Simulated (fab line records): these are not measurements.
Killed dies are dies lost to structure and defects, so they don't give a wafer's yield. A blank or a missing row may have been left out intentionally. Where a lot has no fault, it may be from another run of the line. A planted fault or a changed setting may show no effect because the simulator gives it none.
Which tool is to blame? + flow rit cmos + 7 lots with 21 wafers sampled at 2 steps, on a route of 202 steps

WHAT EACH GAUGE READ, for each wafer
RIT_SILICIDE_RS_MEAS_02: a four-point-probe measurement.
| lot  | measured    | on            | SILICIDE_TI_RS (ohm/sq)       |
|------|-------------|---------------|-------------------------------|
| L565 | day 3 06:06 | film metro-04 | 48.1 48.5 47.7                |
| L567 | day 3 16:38 | film metro-02 | 47.4 47.3 47.9                |
| L570 | day 4 10:22 | film metro-04 | 48.2 47.8 48.1                |
| L572 | day 4 19:28 | film metro-04 | 47.5 48.3 48.0                |
| L575 | day 5 13:44 | film metro-04 | 20.5 20.5 20.3 20.5 20.5 20.3 |
| L578 | day 6 09:02 | film metro-03 | 48.5 47.7 48.1                |
| L585 | day 7 17:51 | film metro-02 | 20.2 19.9 20.3 20.3 20.0 20.3 |

WHAT TOOL EACH LOT RAN ON (gives the tool, then ch and the chambers of the sampled wafers, and finally the start)
| lot  | RIT_SILICIDE_SPUTTER_01     |
|------|-----------------------------|
| L565 | pvd sputter-01, day 3 05:56 |
| L567 | pvd sputter-04, day 3 16:29 |
| L570 | pvd sputter-03, day 4 10:13 |
| L572 | pvd sputter-03, day 4 19:16 |
| L575 | pvd sputter-03, day 5 13:07 |
| L578 | pvd sputter-03, day 6 08:53 |
| L585 | pvd sputter-01, day 7 17:23 |
- RIT_SILICIDE_SPUTTER_01: material Ti, target thk 30 nm, time 240 s.

THE ANSWER, worked out from the rows above alone
Rule: the lots themselves supply what counts as usual. The widest of any qualifying gaps counts: lots, ordered by their means at a reading, are off when they make up no more than a third of the lots, leave a main group of 4 or more, and stand apart from it by 3 or more times the standard deviation of that group's means. The tables above print the reading to a certain number of digits; a main group whose means all agree to those digits is not used. A lot without any number at a reading at which 4 lots or more have one is off too. Any other lot the step has rows for is counted as sound.
Off: L575, L585, at RIT_SILICIDE_RS_MEAS_02 (SILICIDE_TI_RS). The main group: mean 47.9 ohm/sq, standard deviation 0.21.
A tool fits if, at a process step before that reading, it ran every lot that is off, and no sound lot after the first of them. Gauges at RIT_SILICIDE_RS_MEAS_02: tried the same way as those tools. Of those tried, none fits.

WHAT THE SIMULATOR HAD INSERTED
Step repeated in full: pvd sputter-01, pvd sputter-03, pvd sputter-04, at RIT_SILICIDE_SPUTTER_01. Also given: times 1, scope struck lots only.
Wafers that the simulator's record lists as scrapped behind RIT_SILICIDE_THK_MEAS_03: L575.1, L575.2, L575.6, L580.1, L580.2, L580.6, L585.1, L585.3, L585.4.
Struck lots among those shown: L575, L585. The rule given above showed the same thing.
